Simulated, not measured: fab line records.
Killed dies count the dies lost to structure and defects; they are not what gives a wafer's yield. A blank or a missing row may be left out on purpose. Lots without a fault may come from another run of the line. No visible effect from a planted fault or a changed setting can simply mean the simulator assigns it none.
Split-lot study    flow berkeleyCmos170    route with 331 steps; 5 lots, 23 wafers read

## ON THE SPLIT
At UCB170_PLDD_COAT_01 (resist thk 900 nm), the setting resistThkNm was moved away from the recipe's 900 nm on 10 of the 23 wafers read, by +2.6% to +5.3%. All remaining wafers had this setting at the recipe value.

Reading taken at the split's own step.

## THE READING
KrF_of_PLDD_COAT_01.thkNm (the simulator's own value, which no gauge read), in nm, at UCB170_PLDD_COAT_01 (resist thk 900 nm). The file does not state a usual value for it. Here, 13 wafers ran the recipe; their average is 898.2 nm with a standard deviation of 2.4 nm.

wafer   tool, chamber at the split  resistThkNm as run, nm  against the recipe  KrF_of_PLDD_COAT_01.thkNm, nm  against lot-mates on the recipe
L075.1  lithoTrack-03, 0            900                     recipe              900.3                          -
L075.2  lithoTrack-03, 0            948.1                   +5.3%               946.1                          +46.7
L075.4  lithoTrack-03, 0            900                     recipe              899.5                          -
L075.5  lithoTrack-03, 0            948.1                   +5.3%               945.9                          +46.5
L075.6  lithoTrack-03, 0            900                     recipe              898.4                          -
L077.1  lithoTrack-02, 0            923.6                   +2.6%               921.5                          +23.3
L077.2  lithoTrack-02, 0            900                     recipe              896.7                          -
L077.3  lithoTrack-02, 0            923.6                   +2.6%               919.8                          +21.6
L077.4  lithoTrack-02, 0            923.6                   +2.6%               922.7                          +24.5
L077.6  lithoTrack-02, 0            900                     recipe              899.7                          -
L080.1  lithoTrack-02, 0            900                     recipe              900.4                          -
L080.2  lithoTrack-02, 0            944.5                   +4.9%               947                            +45.9
L080.4  lithoTrack-02, 0            900                     recipe              901.1                          -
L080.5  lithoTrack-02, 0            944.5                   +4.9%               946.8                          +45.7
L080.6  lithoTrack-02, 0            900                     recipe              901.8                          -
L085.1  lithoTrack-04, 0            900                     recipe              896.6                          -
L085.2  lithoTrack-04, 0            900                     recipe              896                            -
L085.3  lithoTrack-04, 0            900                     recipe              893.6                          -
L083.2  lithoTrack-04, 0            900                     recipe              895.4                          -
L083.3  lithoTrack-04, 0            929.7                   +3.3%               926.2                          +30.1
L083.4  lithoTrack-04, 0            929.7                   +3.3%               927.4                          +31.2
L083.5  lithoTrack-04, 0            929.7                   +3.3%               925.2                          +29.1
L083.6  lithoTrack-04, 0            900                     recipe              896.9                          -

THE FIT
A straight line over all 23 wafers: KrF_of_PLDD_COAT_01.thkNm changes by +9.17 nm for each +1% of resistThkNm; r = +0.99; the points scatter about the line by 2.4 nm.
The same after taking each lot's own level away (the mean of its wafers on the recipe; 23 wafers): +8.98 nm for each +1%; r = +1.00; scatter 1.2 nm.
The reading moves by 48 nm for the largest change in resistThkNm, on that fit.
Across the lots, their own levels run from 895.40 to 901.10 nm, a range of 2.4 times the standard deviation given above.
The two slopes are in agreement: the lot-to-lot level therefore moves the slope only a little.
Check: with one of the wafers moved furthest among these (+5.3%) left out of the fit, the line predicts +48.3 nm for it against its lot-mates. Against them it came out at +46.7 nm.

## ADDITIONAL SPLITS CARRIED BY THESE WAFERS
These wafers also went through other splits before the reading. Each is held against what the fit with the lots' levels taken away leaves over:
other split on the same wafers      wafers away from the commonest value  r with KrF_of_PLDD_COAT_01.thkNm (lot level and that fit taken away)
UCB170_NWELL_COAT_07 resistThkNm    7                                     -0.05
UCB170_NWELL_IMPLANT_14 energyKev   9                                     -0.30
UCB170_ACTIVE_CVD_05 nh3FlowSccm    18                                    +0.36
UCB170_ACTIVE_ETCH_15 overEtchFrac  7                                     +0.19
UCB170_FIELD_OXIDATION_01 oxTimeS   18                                    +0.07
UCB170_SACOX_OXIDATION_01 tempC     18                                    -0.23
UCB170_NVT_COAT_01 resistThkNm      5                                     +0.31

## FILE'S OWN FIT
KrF_of_PLDD_COAT_01.thkNm changes by +8.98 nm for each +1% of resistThkNm, r = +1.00.
